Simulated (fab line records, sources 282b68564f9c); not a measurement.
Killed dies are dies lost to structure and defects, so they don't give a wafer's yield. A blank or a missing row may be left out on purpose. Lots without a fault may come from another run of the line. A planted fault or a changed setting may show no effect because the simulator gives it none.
A struck lot beside a sound one | flow rit_cmos | 17 steps out of a route of 202
Sound: wafers L817.3, L817.4, L817.6. Struck: wafers L809.1, L809.3, L809.4. The cause comes at the end.
At each step with rows: each side's tool, then ch and its chambers, then its first start. Under that, the readings that differ: sound wafers | struck wafers | difference of the means | sigmas: that difference in standard deviations of wafers without a fault.
alike: readings whose means differ by less than 2 such deviations, and words and numbers that are the same on both sides. not compared: withheld readings, readings that some wafer has no value for, bounds like >300 that may hide the same value, and numbers for which the record gives no deviation and whose values overlap.
The two part at a step that has a row with sigmas, a row that says differs or no value, or rows on one side only. Numbers that don't overlap but have no deviation are shown without sigmas and don't part them. A reading that every wafer of one side lacks parts them only if that side has two wafers or more.

RIT_PWELL_TW_MEAS_10:
  sound on film_metro-03, day 5 03:44; struck on film_metro-03, day 3 11:20
  alike: PWELL_TW
then, 1 step without rows for these wafers: RIT_WELLDRIVE_ANNEAL_00 (time 14700 s).
RIT_WELLDRIVE_RS_MEAS_01: measures by four-point-probe.
  sound on film_metro-04, day 5 08:56; struck on film_metro-03, day 3 17:01
  alike: NWELL_RS
RIT_WELLDRIVE_RS_MEAS_02: measures by four-point-probe.
  sound on film_metro-04, day 5 09:04; struck on film_metro-03, day 3 17:08
  alike: PWELL_RS
then, 6 steps without rows for these wafers: RIT_NRETRO_HMDS_00 (prime time 60 s); RIT_NRETRO_COAT_01 (resist thk 1300 nm); RIT_NRETRO_SOFTBAKE_02 (time 60 s); RIT_NRETRO_EXPOSE_03 (exposes mask M4, target cd 43900 nm); RIT_NRETRO_PEB_04; RIT_NRETRO_DEVELOP_05 (develop time 68 s).
RIT_NRETRO_OVL_MEAS_06:
  sound on overlay-01, day 5 10:02; struck on overlay-02, day 3 18:08
  reading         | sound          | struck      | difference | sigmas
  NRETRO_OVL (nm) | -1.2 -0.7 -0.2 | 2.5 1.8 1.7 | +2.7       | +2
then, 1 step without rows for these wafers: RIT_NRETRO_HARDBAKE_07 (time 120 s).
RIT_NRETRO_IMPLANT_08:
  sound on implanter-04 ch 0, day 5 10:21; struck on implanter-02 ch 0, day 3 18:45
RIT_NRETRO_STRIP_09: strips in O2, time 180 s.
  sound on plasma_asher-03 ch 0,1, day 5 10:31; struck on plasma_asher-02 ch 0,1, day 3 18:54
  alike: drypump_motor_current_A
  not compared: rf_hours_counter_h
RIT_NRETRO_TW_MEAS_10:
  sound on film_metro-04, day 5 10:39; struck on film_metro-02, day 3 19:04
  reading   | sound          | struck         | difference | sigmas
  NRETRO_TW | 1058 1068 1062 | 1330 1323 1326 | +264       | +56
then, 1 step without rows for these wafers: RIT_PRETRO_HMDS_00 (prime time 60 s).
RIT_M1_PROBE_99:
  the record has rows for the sound wafers here (prober-01, day 6 14:06) and none for the struck ones

WHERE THEY PART
First at RIT_NRETRO_OVL_MEAS_06; last, within this record, at RIT_M1_PROBE_99.

WHY: what the simulator had put in
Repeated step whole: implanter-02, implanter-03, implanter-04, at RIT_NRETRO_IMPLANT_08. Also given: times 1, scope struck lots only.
